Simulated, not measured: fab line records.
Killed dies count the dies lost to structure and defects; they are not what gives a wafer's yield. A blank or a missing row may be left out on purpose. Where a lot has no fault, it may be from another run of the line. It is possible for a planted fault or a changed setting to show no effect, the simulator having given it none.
Lot-split experiment | flow berkeley cmos170 | 23 wafers read from 5 lots, route of 331 steps

== SPLIT DETAILS ==
At UCB170_M3_METAL_ETCH_18 (etches Al in Cl2/BCl3, stops on SiO2, target depth 1170 nm, time 195 s), the setting icp w was moved away from the recipe's 600 W on 4 of the 23 wafers read, by -10.1% to -8.1%. All remaining wafers had this setting at the recipe value.

Between the split and the reading, the file records no step.

== THE READING ==
oes product au, in a.u., at UCB170_M3_STRIP_19 (strips in O2). A value of 0.540 a.u. with a standard deviation of 0.016 a.u. is what fault-free wafers of this fab line usually give.

wafer  | tool, chamber at the split | icp w as run, W | against the recipe | oes product au, a.u. | against lot-mates on the recipe
L074.1 | rie metal-02, 0            | 600             | recipe             | 0.560                | -
L074.2 | rie metal-02, 0            | 600             | recipe             | 0.567                | -
L074.3 | rie metal-02, 0            | 600             | recipe             | 0.571                | -
L074.4 | rie metal-02, 0            | 600             | recipe             | 0.566                | -
L074.5 | rie metal-02, 0            | 600             | recipe             | 0.563                | -
L076.1 | rie metal-04, 1            | 600             | recipe             | 0.532                | -
L076.2 | rie metal-04, 0            | 600             | recipe             | 0.518                | -
L076.4 | rie metal-04, 0            | 600             | recipe             | 0.527                | -
L076.5 | rie metal-04, 0            | 551.2           | -8.1%              | 0.585                | +0.059
L076.6 | rie metal-04, 1            | 551.2           | -8.1%              | 0.575                | +0.049
L080.1 | rie metal-02, 0            | 600             | recipe             | 0.565                | -
L080.2 | rie metal-02, 1            | 600             | recipe             | 0.522                | -
L080.6 | rie metal-02, 1            | 600             | recipe             | 0.525                | -
L083.1 | rie metal-04, 0            | 600             | recipe             | 0.537                | -
L083.2 | rie metal-04, 1            | 600             | recipe             | 0.539                | -
L083.3 | rie metal-04, 1            | 600             | recipe             | 0.529                | -
L083.4 | rie metal-04, 0            | 600             | recipe             | 0.531                | -
L083.5 | rie metal-04, 0            | 600             | recipe             | 0.530                | -
L084.1 | rie metal-02, 1            | 600             | recipe             | 0.530                | -
L084.2 | rie metal-02, 1            | 539.1           | -10.1%             | 0.596                | +0.073
L084.4 | rie metal-02, 1            | 600             | recipe             | 0.520                | -
L084.5 | rie metal-02, 1            | 600             | recipe             | 0.518                | -
L084.6 | rie metal-02, 1            | 539.1           | -10.1%             | 0.598                | +0.075

THE FIT
A straight line over all 23 wafers: oes product au changes by -0.00541 a.u. for each +1% of icp w; r = -0.75; the points scatter about the line by 0.018 a.u.
The same after taking each lot's own level away (the mean of its wafers on the recipe; 23 wafers): -0.00708 a.u. for each +1%; r = -0.95; scatter 0.0086 a.u.
That fit puts the effect of the largest move of icp w on the reading at 0.072 a.u.
The span of the lots' own levels, 0.5227 to 0.5654 a.u., comes to 2.7 times the standard deviation stated above.
So the lot-to-lot level blurs the effect unless lot-mates are compared.
Check: for one of the wafers moved furthest among these (-10.1%), held out of the fit, the line's prediction against its lot-mates is +0.0711 a.u. It came out at +0.0733 a.u. against them.

== FURTHER SPLITS ON THESE WAFERS ==
Other splits were also applied to these wafers ahead of the reading. Each is held against what the fit with the lots' levels taken away leaves over:
other split on the same wafers | wafers away from the commonest value | r with oes product au (lot level and that fit taken away)
UCB170_M1_SPUTTER_00 time s    | 9                                    | -0.06
UCB170_M1_METAL_ETCH_12 icp w  | 7                                    | -0.19
UCB170_M2_METAL_ETCH_18 time s | 5                                    | -0.01

== THE WHOLE CHAIN: every reading that the file lists as answering this split, in the file's order ==
step                    | what it does                                                           | reading                                                                   | change (the file's fit)                  | r (the file's)
UCB170_M3_METAL_ETCH_18 | etches Al in Cl2/BCl3, stops on SiO2, target depth 1170 nm, time 195 s | KrF_of_M3_COAT_10.thk nm (the simulator's own value, which no gauge read) | -6.15 nm for each +1% of the setting     | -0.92
UCB170_M3_STRIP_19      | strips in O2                                                           | oes product au                                                            | -0.0071 a.u. for each +1% of the setting | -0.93

== FILE'S OWN FIT ==
oes product au changes by -0.0071 a.u. for each +1% of icp w, r = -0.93.
